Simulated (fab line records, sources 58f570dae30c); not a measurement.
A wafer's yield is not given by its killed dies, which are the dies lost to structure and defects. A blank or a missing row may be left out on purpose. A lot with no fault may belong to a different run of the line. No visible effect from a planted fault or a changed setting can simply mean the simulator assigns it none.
The tool behind it: which one? -- flow berkeley-cmos170 -- 45 wafers from 15 lots sampled at 7 of the route's 331 steps

WHAT EACH GAUGE READ, for each wafer
UCB170_PSD_TW_MEAS_10.
lot,measured,on,PSD_TW
L465,day 6 17:54,film-metro-04,2359 2355 2356
L466,day 6 18:01,film-metro-03,2330 2323 2331
L464,day 6 18:08,film-metro-04,2352 2350 2341
L471,day 8 05:07,film-metro-03,2325 2337 2327
L472,day 8 05:33,film-metro-04,2346 2348 2351
L470,day 8 05:50,film-metro-03,2328 2334 2321
L473,day 8 08:08,film-metro-03,2319 2326 2338
L474,day 8 08:34,film-metro-02,2337 2332 2332
L475,day 8 18:58,film-metro-03,2309 2342 2327
L476,day 8 19:05,film-metro-04,2364 2353 2350
L477,day 9 17:14,film-metro-03,2324 2317 2312
L480,day 10 01:04,film-metro-03,1989 2003 1994 1986 1997 1997
L482,day 10 15:58,film-metro-02,2019 2018 2019 2006 2015 2026
L484,day 10 16:24,film-metro-03,1994 1989 1993 1985 2000 2003
L487,day 11 15:10,film-metro-02,2341 2337 2345

UCB170_SDANNEAL_RS_MEAS_02: measurement is done with a four-point probe.
lot,measured,on,PSD_RS (ohm/sq)
L465,day 6 21:01,film-metro-04,75.88 76.23 75.59
L466,day 6 21:13,film-metro-03,75.44 75.52 75.62
L464,day 6 21:15,film-metro-02,75.37 75.75 75.54
L471,day 8 12:29,film-metro-02,75.47 75.86 75.59
L472,day 8 12:24,film-metro-04,75.63 75.79 75.82
L470,day 8 11:56,film-metro-04,75.41 75.30 75.64
L473,day 8 12:36,film-metro-03,75.54 75.50 75.51
L474,day 8 12:53,film-metro-04,75.51 75.82 75.59
L475,day 8 22:46,film-metro-03,75.63 75.37 75.22
L476,day 8 23:01,film-metro-02,75.51 75.87 76.06
L477,day 9 20:20,film-metro-03,75.84 75.88 75.80
L480,day 10 07:50,film-metro-02,106.67 105.94 106.36 106.88 105.96 106.32
L482,day 11 04:31,film-metro-03,106.13 105.90 105.40 106.38 106.10 105.52
L484,day 11 01:30,film-metro-04,106.29 105.77 105.63 106.31 105.89 105.66
L487,day 11 19:23,film-metro-02,75.82 75.62 75.35

UCB170_CONTACT_OVL_MEAS_16.
lot,measured,on,CONTACT_OVL (nm)
L465,day 7 07:53,overlay-01,8 10 1
L466,day 7 08:10,overlay-01,-3 -9 3
L464,day 7 08:17,overlay-01,-5 0 -1
L471,day 8 17:58,overlay-01,-3 2 -2
L472,day 8 17:59,overlay-02,-4 0 6
L470,day 8 18:25,overlay-02,1 7 0
L473,day 8 18:15,overlay-01,-2 -6 -10
L474,day 8 18:31,overlay-01,-5 4 2
L475,day 9 06:31,overlay-01,4 4 13
L476,day 9 06:49,overlay-01,6 -1 5
L477,day 10 02:41,overlay-02,4 8 14
L487,day 12 05:26,overlay-02,-7 -4 2

UCB170_V2_THK_MEAS_04.
lot,measured,on,V2_POLISHED_THK (nm)
L465,day 7 22:13,film-metro-01,1001.2 1001.2 998.3
L466,day 7 22:01,film-metro-03,999.6 999.1 997.7
L464,day 7 22:19,film-metro-02,1000.9 998.1 1000.5
L471,day 9 06:28,film-metro-01,999.6 998.6 999.8
L472,day 9 06:38,film-metro-03,999.3 1000.2 998.5
L470,day 9 07:48,film-metro-03,999.2 998.7 999.9
L473,day 9 07:23,film-metro-02,1001.1 999.4 1000.4
L474,day 9 08:34,film-metro-02,1000.8 997.2 1000.6
L475,day 9 20:15,film-metro-01,1001.3 1002.3 1000.0
L476,day 9 20:22,film-metro-02,999.7 1000.3 999.2
L477,day 10 16:26,film-metro-02,1000.9 999.5 999.8
L487,day 12 19:30,film-metro-03,999.1 999.4 1000.6

TOOL THAT RAN EACH LOT (tool first, then ch and the chambers of the sampled wafers, then the start)
lot,UCB170_PSD_IMPLANT_08,UCB170_PSD_STRIP_09,UCB170_BACKSIDE_STRIP_03
L465,"implanter-01 ch 0, day 6 17:40","plasma-asher-04 ch 0,1, day 6 17:47","plasma-asher-03 ch 0,1, day 6 20:36"
L466,"implanter-02 ch 0, day 6 17:47","plasma-asher-01 ch 0,1, day 6 17:55","plasma-asher-02 ch 0,1, day 6 20:37"
L464,"implanter-03 ch 0, day 6 17:53","plasma-asher-03 ch 0,1, day 6 18:02","plasma-asher-04 ch 0,1, day 6 20:49"
L471,"implanter-03 ch 0, day 8 04:54","plasma-asher-01 ch 0,1, day 8 05:02","plasma-asher-02 ch 0,1, day 8 11:45"
L472,"implanter-01 ch 0, day 8 05:18","plasma-asher-03 ch 0,1, day 8 05:27","plasma-asher-04 ch 0,1, day 8 11:41"
L470,"implanter-01 ch 0, day 8 05:36","plasma-asher-04 ch 0,1, day 8 05:43","plasma-asher-04 ch 0,1, day 8 11:29"
L473,"implanter-01 ch 0, day 8 07:56","plasma-asher-01 ch 0,1, day 8 08:03","plasma-asher-04 ch 0,1, day 8 12:10"
L474,"implanter-03 ch 0, day 8 08:19","plasma-asher-01 ch 0,1, day 8 08:28","plasma-asher-02 ch 0,1, day 8 12:26"
L475,"implanter-01 ch 0, day 8 18:41","plasma-asher-04 ch 0,1, day 8 18:48","plasma-asher-02 ch 0,1, day 8 22:20"
L476,"implanter-03 ch 0, day 8 18:53","plasma-asher-01 ch 0,1, day 8 18:59","plasma-asher-04 ch 0,1, day 8 22:33"
L477,"implanter-01 ch 0, day 9 17:01","plasma-asher-03 ch 0,1, day 9 17:08","plasma-asher-02 ch 0,1, day 9 19:55"
L480,"implanter-01 ch 0, day 10 00:49","plasma-asher-04 ch 0,1, day 10 00:58","plasma-asher-03 ch 0,1, day 10 07:18"
L482,"implanter-01 ch 0, day 10 15:44","plasma-asher-01 ch 0, day 10 15:52","plasma-asher-04 ch 0,1, day 11 03:08"
L484,"implanter-01 ch 0, day 10 16:09","plasma-asher-01 ch 0,1, day 10 16:18","plasma-asher-03 ch 0,1, day 11 01:06"
L487,"implanter-03 ch 0, day 11 14:55","plasma-asher-03 ch 0,1, day 11 15:04","plasma-asher-02 ch 0,1, day 11 18:59"
- UCB170_PSD_IMPLANT_08
- UCB170_PSD_STRIP_09: strips in O2.
- UCB170_BACKSIDE_STRIP_03: strips in O2.

AS READ BY THE TOOLS THEMSELVES (means over the sampled wafers that have a number; for cases with no such wafer, the mark the record gives instead)
UCB170_PSD_IMPLANT_08.
lot,tool,dose-ions-cm2,end-station-pressure-torr (Torr),faraday-current-uA,tilt-deg (degrees)
L465,implanter-01,3.004e+15,1.24e-05,9096,6.972
L466,implanter-02,3.003e+15,1.27e-05,9593,6.997
L464,implanter-03,3.002e+15,1.22e-05,9343,7.016
L471,implanter-03,2.998e+15,1.23e-05,9191,7.002
L472,implanter-01,2.999e+15,1.24e-05,9189,7.008
L470,implanter-01,3.002e+15,1.22e-05,9201,7.012
L473,implanter-01,2.998e+15,1.31e-05,9350,6.985
L474,implanter-03,3.001e+15,1.25e-05,9358,6.987
L475,implanter-01,3.000e+15,1.25e-05,9117,6.998
L476,implanter-03,2.999e+15,1.26e-05,9275,7.002
L477,implanter-01,3.005e+15,1.25e-05,9301,7.008
L480,implanter-01,1.831e+15,9.83e-06,5727,6.990
L482,implanter-01,1.836e+15,9.57e-06,5818,6.998
L484,implanter-01,1.835e+15,9.83e-06,5711,7.020
L487,implanter-03,2.999e+15,1.31e-05,9243,7.028

UCB170_PSD_STRIP_09.
lot,tool,drypump-motor-current-A (A),oes-product-au (a.u.),strip-time-to-endpoint-s (s)
L465,plasma-asher-04,5.9,0.597,29.23
L466,plasma-asher-01,6.1,0.597,29.34
L464,plasma-asher-03,6.2,0.604,29.51
L471,plasma-asher-01,6.1,0.603,29.41
L472,plasma-asher-03,5.8,0.598,29.26
L470,plasma-asher-04,5.9,0.598,29.42
L473,plasma-asher-01,6.1,0.598,29.32
L474,plasma-asher-01,6.2,0.599,29.34
L475,plasma-asher-04,6.0,0.597,29.44
L476,plasma-asher-01,6.1,0.602,29.34
L477,plasma-asher-03,5.8,0.604,29.36
L480,plasma-asher-04,5.9,0.675,24.39
L482,plasma-asher-01,6.3,0.673,24.49
L484,plasma-asher-01,6.2,0.676,24.51
L487,plasma-asher-03,5.8,0.603,29.33

UCB170_BACKSIDE_STRIP_03.
lot,tool,drypump-motor-current-A (A),oes-product-au (a.u.),strip-time-to-endpoint-s (s)
L465,plasma-asher-03,5.8,0.739,21.93
L466,plasma-asher-02,6.1,0.735,21.96
L464,plasma-asher-04,6.0,0.734,22.15
L471,plasma-asher-02,6.1,0.734,21.90
L472,plasma-asher-04,6.1,0.735,22.04
L470,plasma-asher-04,5.9,0.734,21.96
L473,plasma-asher-04,6.0,0.733,21.96
L474,plasma-asher-02,6.3,0.735,21.97
L475,plasma-asher-02,6.1,0.737,21.91
L476,plasma-asher-04,5.9,0.736,21.93
L477,plasma-asher-02,6.4,0.738,21.94
L480,plasma-asher-03,6.1,0.736,21.98
L482,plasma-asher-04,5.9,0.737,22.00
L484,plasma-asher-03,6.2,0.733,22.04
L487,plasma-asher-02,6.4,0.732,21.84

THE ANSWER, worked out from the rows above alone
Rule: usual is defined by the lots themselves. The widest of any qualifying gaps counts: lots, ordered by their means at a reading, are off when they make up no more than a third of the lots, leave a main group of 4 or more, and stand apart from it by 3 or more times the standard deviation of that group's means. A main group is skipped when, at the precision printed for the reading in the tables above, its means are all equal. A lot without any number at a reading at which 4 lots or more have one is off too. All remaining lots with rows at the step are treated as sound. The gauges are gone through in route order, then the tools' own readings, and for those a lot's mean is taken as printed above. The first step at which some lot is off is used, and at that step the reading that is off furthest; a lot without a number counts as furthest.
Off: L480, L482, L484, at UCB170_PSD_TW_MEAS_10 (PSD_TW). Main group: mean 2337, sd 12.
If a tool, at a process step before that reading, ran all the lots that are off and no sound lot after the first of them, it fits. The gauges at UCB170_PSD_TW_MEAS_10 aren't tried: what is off there is off at UCB170_PSD_IMPLANT_08 too, on other tools, and a gauge's error can't cause that. One fits: implanter-01 at UCB170_PSD_IMPLANT_08. Its last sound lot is L477 (day 9 17:01), its first lot that is off L480 (day 10 00:49): a fault that began between those two fits.
The tool's own readings at UCB170_PSD_IMPLANT_08 bear it out: on the lots that are off they differ by more than 5 times the standard deviation of the sound lots' means. dose-ions-cm2 reads 1.834e+15 there against 3.001e+15 on the sound lots; end-station-pressure-torr reads 9.74e-06 Torr there against 1.25e-05 Torr on the sound lots; faraday-current-uA reads 5752 there against 9271 on the sound lots.

WHAT WAS PUT IN BY THE SIMULATOR
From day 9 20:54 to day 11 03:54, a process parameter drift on implanter-01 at UCB170_PSD_IMPLANT_08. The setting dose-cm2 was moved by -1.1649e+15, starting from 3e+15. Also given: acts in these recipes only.
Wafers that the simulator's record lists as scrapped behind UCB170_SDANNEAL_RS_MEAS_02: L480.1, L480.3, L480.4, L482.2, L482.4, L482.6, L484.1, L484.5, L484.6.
Struck lots among those shown: L480, L482, L484. The same result came from the rule above.
